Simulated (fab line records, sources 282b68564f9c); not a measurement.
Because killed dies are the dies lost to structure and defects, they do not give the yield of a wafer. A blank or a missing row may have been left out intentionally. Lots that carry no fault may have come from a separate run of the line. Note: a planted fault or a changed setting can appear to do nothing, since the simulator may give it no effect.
Matching of chambers :: flow rit-cmos :: 4 sister chambers for RIT_SPACER_ETCHBACK_05 on rie-diel-03
The step etches Si3N4 in SF6/CHF3, stops on SiO2, target depth 250 nm, time 240 s. 4 wafers are shown with their chamber, then 9 later ones without.

== EACH WAFER AND ITS CHAMBER ==
wafer: L380.5
chamber: 2
drypump-motor-current-A (A): 5.8

wafer: L386.2
chamber: 1
drypump-motor-current-A (A): 6.1

wafer: L386.4
chamber: 0
drypump-motor-current-A (A): 5.6

wafer: L386.6
chamber: 3
drypump-motor-current-A (A): 4.8

== WAFERS WITHOUT THEIR CHAMBER ==
wafer: L389.2
drypump-motor-current-A (A): 5.8

wafer: L389.3
drypump-motor-current-A (A): 4.8

wafer: L389.6
drypump-motor-current-A (A): 5.8

wafer: L395.4
drypump-motor-current-A (A): 5.7

wafer: L395.5
drypump-motor-current-A (A): 5.8

wafer: L395.6
drypump-motor-current-A (A): 4.8

wafer: L397.1
drypump-motor-current-A (A): 5.8

wafer: L397.5
drypump-motor-current-A (A): 5.7

wafer: L397.6
drypump-motor-current-A (A): 4.8

== WHICH CHAMBER EACH WENT THROUGH ==
wafer: L389.2
from the rows above: 2
in truth: 2

wafer: L389.3
from the rows above: 3
in truth: 3

wafer: L389.6
from the rows above: 2
in truth: 2

wafer: L395.4
from the rows above: can't be placed: 2 or 0
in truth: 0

wafer: L395.5
from the rows above: 2
in truth: 2

wafer: L395.6
from the rows above: 3
in truth: 3

wafer: L397.1
from the rows above: 2
in truth: 2

wafer: L397.5
from the rows above: can't be placed: 2 or 0
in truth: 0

wafer: L397.6
from the rows above: 3
in truth: 3
Correctly placed: 7 of 9. These rows do not allow placing 2 (true chamber among the candidates in 2). Wrongly placed: 0.
How it was worked out, from the rows above alone: a wafer's distance from a chamber is the root of the sum, over the readings, of the square of ((its reading less the chamber's mean) divided by the reading's scatter). If the next closest chamber is less than 2 further off than the closest, the wafer can't be placed; otherwise it belongs to the closest. Each chamber's mean is taken over the wafers shown for it. The scatter (one wafer shown for each chamber): square how far every hidden wafer sits from the nearest shown wafer, average those squares and take the square root.
